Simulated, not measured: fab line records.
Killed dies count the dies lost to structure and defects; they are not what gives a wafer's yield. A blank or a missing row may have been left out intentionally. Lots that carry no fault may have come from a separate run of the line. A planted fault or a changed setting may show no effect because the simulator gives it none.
Problem report, 8D (eight disciplines) form, completed by code -- flow rit cmos -- the parts of the form that need people (team, actions taken, sign-off) are left out

1. WHAT IS WRONG
Across 2 wafers from 2 lots, M1_AL_RS at RIT_M1_RS_MEAS_01 averages 0.1112 ohm/sq, while fault-free wafers read 0.0735 ohm/sq with a standard deviation of 0.0008. That puts it +47 standard deviations away from the usual mean.
The step: measures by four-point-probe.
The first sign was on wafer L458.4 at day 7 12:50, on film metro-01. The record holds 39 wafers of 13 lots with a number at this step. Rule for "out", or "out of limits": more than 4 standard deviations from the usual mean. Any other wafer with a number is counted as sound.

2. WHAT IT IS, AND WHAT IT ISN'T
question,is,is not
which readings at this step,M1_AL_RS,-
which lots,"L458, L460","L438, L442, L444, L445, L446, L447, L448, L450, L452, L455, L461"
which wafers of those lots,"L458.4, L460.6","L458.2, L458.5, L460.4, L460.5"
read on which gauges,film metro-01,"film metro-03, film metro-04"
when,from day 7 12:50,"up to then (32 sound wafers); but 5 sound wafers of L460, L461 came after"

3. SUSPECTS, AND WHAT RULES EACH OUT
Counting: if a tool at a process step up to the reading ran every lot that is out, it stays a suspect. Sound lots after the first of them don't rule it out here, since some wafers of a struck lot are sound.
- ruled out: the gauge at RIT_M1_RS_MEAS_01. All the wafers that are out were read on film metro-01, but those of them that RIT_M1_METAL_ETCH_12 has rows for are out there too, on other tools.
- pvd sputter-03 at RIT_M1_SPUTTER_00 (material Al, target thk 400 nm, time 500 s): kept. It ran every lot that is out, first L458 (day 7 12:32); its last sound lot up to then is L452 (day 6 13:32).
Remaining after the count: pvd sputter-03 at RIT_M1_SPUTTER_00.

4. THE CAUSE (what the simulator had put in)
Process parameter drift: pvd sputter-03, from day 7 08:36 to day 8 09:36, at RIT_M1_SPUTTER_00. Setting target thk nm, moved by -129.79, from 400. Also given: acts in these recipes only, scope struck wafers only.
After counting, this tool was the only one left.

5. SEQUENCE OF EFFECTS, ordered by route
Each row: a reading whose mean over the struck wafers that have a number lies more than 3 standard deviations from the usual. Readings are gone through only where the record gives a usual standard deviation; hours: the median, over the lots, of the time from a lot's start at the first step in this table giving one to that lot's start at this step; sigmas: the change measured in usual standard deviations.
hours,step,reading,usual,on struck wafers,change,sigmas
0,RIT_M1_RS_MEAS_01,M1_AL_RS,0.0735 ohm/sq,0.1112,+0.0377,+47
0,RIT_M1_THK_MEAS_02,M1_AL_THK,399 nm,264,-136,-29
2,RIT_M1_METAL_ETCH_12,oes product au,0.779 a.u.,0.626,-0.153,-13
Here are the process steps it includes:
- RIT_M1_METAL_ETCH_12: etches Al in Cl2/BCl3, stops on SiO2, time 165 s, target depth 600 nm.

6. WHAT WOULD HAVE CAUGHT IT SOONER
Counted from the fault's start at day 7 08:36, it took 4 hours until the first out-of-limits reading at a measuring or inspecting step in this record, taken at day 7 12:50.
An alarm limit of 4 standard deviations would not have fired on the tool readings at RIT_M1_SPUTTER_00 for which the record gives a usual standard deviation, since none of them was out on any struck wafer.
Of the lots that are out (2), L460 began RIT_M1_SPUTTER_00 on pvd sputter-03 after day 7 12:50. It would have been spared by a hold on the tool at that moment.
